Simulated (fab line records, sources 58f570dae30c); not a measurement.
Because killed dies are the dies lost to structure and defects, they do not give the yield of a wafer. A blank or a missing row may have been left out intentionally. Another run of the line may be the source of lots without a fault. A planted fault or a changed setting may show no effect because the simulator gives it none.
A single fault, viewed from 2 desks -- flow berkeley cmos170 -- what lay behind the numbers comes last; until then each desk has only its own

## FOR THE TOOL OWNER'S DESK: pvd sputter-03
The tool's own readings at UCB170_M1_SPUTTER_00 (material Al, target thk 600 nm, time 80 s): means of the sampled wafers that have a number, for each lot that ran on this tool. The brackets show how far a lot's mean lies from the usual mean; more than 4 standard deviations puts the lot out of limits, marked OUT.
Columns: A = cathode dc power W at UCB170_M1_SPUTTER_00, usual 6000.0 W; B = throttle valve pct at UCB170_M1_SPUTTER_00, usual 30.2 %
lot,first seen here,A,B
L583,day 6 20:17,6000.5,30.0
L588,day 8 05:04,6000.0,29.9
L593,day 8 14:57,5999.9,30.0
L592,day 9 11:21,6000.3,30.7
Result from this desk: across the 4 lots, nothing is out of limits.

## FROM THE METROLOGY DESK
Means of the sampled wafers that have a number, per lot and without regard to the tool the lot ran on: this is what the gauges read. The brackets show how far a lot's mean lies from the usual mean; more than 4 standard deviations puts the lot out of limits, marked OUT.
Columns: A = M1_AL_RS at UCB170_M1_RS_MEAS_01, usual 0.0482 ohm/sq; B = M1_AL_THK at UCB170_M1_THK_MEAS_02, usual 610 nm
lot,first seen here,A,B
L584,day 6 18:20,0.0481,616
L583,day 6 20:20,0.0488,602
L585,day 7 15:16,0.0481,605
L588,day 8 05:07,0.0479,611
L587,day 8 05:21,0.0482,603
L595,day 8 14:35,0.0482,606
L593,day 8 15:01,0.0389 (-23) OUT,760 (+24) OUT
L592,day 9 11:26,0.0392 (-22) OUT,759 (+24) OUT
L597,day 10 08:02,0.0476,617
L600,day 10 22:08,0.0484,605
L601,day 10 23:34,0.0483,613
L602,day 10 23:47,0.0483,606
L604,day 11 07:49,0.0481,609
L606,day 11 10:49,0.0486,611
This desk's finding: out of limits on L592, L593; first on L593, day 8 15:01 (M1_AL_RS at UCB170_M1_RS_MEAS_01). L584, L583, L585, L588, L587, L595, L597, L600, L601, L602, L604, L606 stayed within limits.

## PUT TOGETHER
On L592, L593, the metrology desk was in a position to raise an alarm at day 8 15:01.
The tool owner's desk saw nothing out of limits.
On record at the tool owner's desk: L592, L593, within its limits.
The lots listed all ran UCB170_M1_SPUTTER_00 on pvd sputter-03.

## WHAT WAS PUT IN BY THE SIMULATOR
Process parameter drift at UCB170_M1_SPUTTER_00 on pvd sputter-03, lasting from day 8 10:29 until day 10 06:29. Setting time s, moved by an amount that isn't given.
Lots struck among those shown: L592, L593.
Time in hours between the start of the fault and the first out-of-limits reading at each desk: metrology desk, 5.
